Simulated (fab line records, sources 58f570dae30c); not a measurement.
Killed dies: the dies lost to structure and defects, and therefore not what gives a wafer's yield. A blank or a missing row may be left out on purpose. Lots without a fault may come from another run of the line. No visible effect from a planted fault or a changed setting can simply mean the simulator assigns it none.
A single fault, viewed from 2 desks / flow berkeley cmos170 / each desk has only its own numbers; what lay behind them comes last

## FROM THE METROLOGY DESK
Means of the sampled wafers that have a number, per lot and without regard to the tool the lot ran on: this is what the gauges read. A lot is out of limits, marked OUT, if its mean lies more than 4 standard deviations from the usual mean; the brackets give that distance.
Columns: A = V1_TEOS_THK at UCB170_V1_THK_MEAS_01, usual 1996 nm; B = cd nm at UCB170_V1_CD_MEAS_12, usual 699.7 nm
lot=L623; first seen here=day 8 22:34; A=1994; B=700.4
lot=L622; first seen here=day 8 23:54; A=2009; B=700.3
lot=L624; first seen here=day 9 01:13; A=1994; B=699.2
lot=L626; first seen here=day 9 22:01; A=2024; B=697.0
lot=L627; first seen here=day 10 00:01; A=1993; B=699.4
lot=L628; first seen here=day 10 11:09; A=1988; B=700.7
lot=L629; first seen here=day 10 12:28; A=1971; B=700.4
lot=L631; first seen here=day 10 22:29; A=1996; B=700.2
lot=L630; first seen here=day 10 23:51; A=1993; B=698.6
lot=L633; first seen here=day 11 06:56; A=1993; B=700.6
lot=L635; first seen here=day 12 04:29; A=2017; B=701.0
lot=L639; first seen here=day 12 16:14; A=1976; B=698.1
lot=L638; first seen here=day 12 20:33; A=1994; B=701.5
lot=L641; first seen here=day 13 11:55; A=2022; B=699.0
Result from this desk: across the 14 lots, nothing is out of limits.

## THE TOOL OWNER'S DESK: rie diel-03
The tool's own readings at UCB170_V1_ETCH_14 (etches SiO2 in CHF3/CF4/Ar, stops on Al, target depth 1250 nm, time 291 s): means of the sampled wafers that have a number, for each lot that ran on this tool. A lot is out of limits, marked OUT, if its mean lies more than 4 standard deviations from the usual mean; the brackets give that distance.
Columns: A = drypump motor current A at UCB170_V1_ETCH_14, usual 5.9 A; B = mfc ar sccm at UCB170_V1_ETCH_14, usual 150.1 sccm; C = oes product au at UCB170_V1_ETCH_14, usual 0.870 a.u.; D = throttle valve pct at UCB170_V1_ETCH_14, usual 6.95 %
lot=L624; first seen here=day 9 03:10; A=5.9; B=150.0; C=0.871; D=6.98
lot=L626; first seen here=day 10 00:02; A=5.6; B=149.9; C=0.872; D=7.00
lot=L628; first seen here=day 10 15:33; A=5.5; B=149.5; C=0.877; D=7.01
lot=L631; first seen here=day 11 00:43; A=6.0; B=150.2; C=0.866; D=6.98
lot=L639; first seen here=day 12 19:01; A=5.9; B=150.3; C=0.863; D=7.01
lot=L638; first seen here=day 12 23:53; A=5.8; B=150.4; C=0.904; D=6.93
lot=L641; first seen here=day 13 13:49; A=6.0; B=150.0; C=0.908; D=6.96
Result from this desk: across the 7 lots, nothing is out of limits.

## PUT TOGETHER
Metrology desk: nothing out of limits seen.
The tool owner's desk saw nothing out of limits.

## WHAT WAS PUT IN BY THE SIMULATOR
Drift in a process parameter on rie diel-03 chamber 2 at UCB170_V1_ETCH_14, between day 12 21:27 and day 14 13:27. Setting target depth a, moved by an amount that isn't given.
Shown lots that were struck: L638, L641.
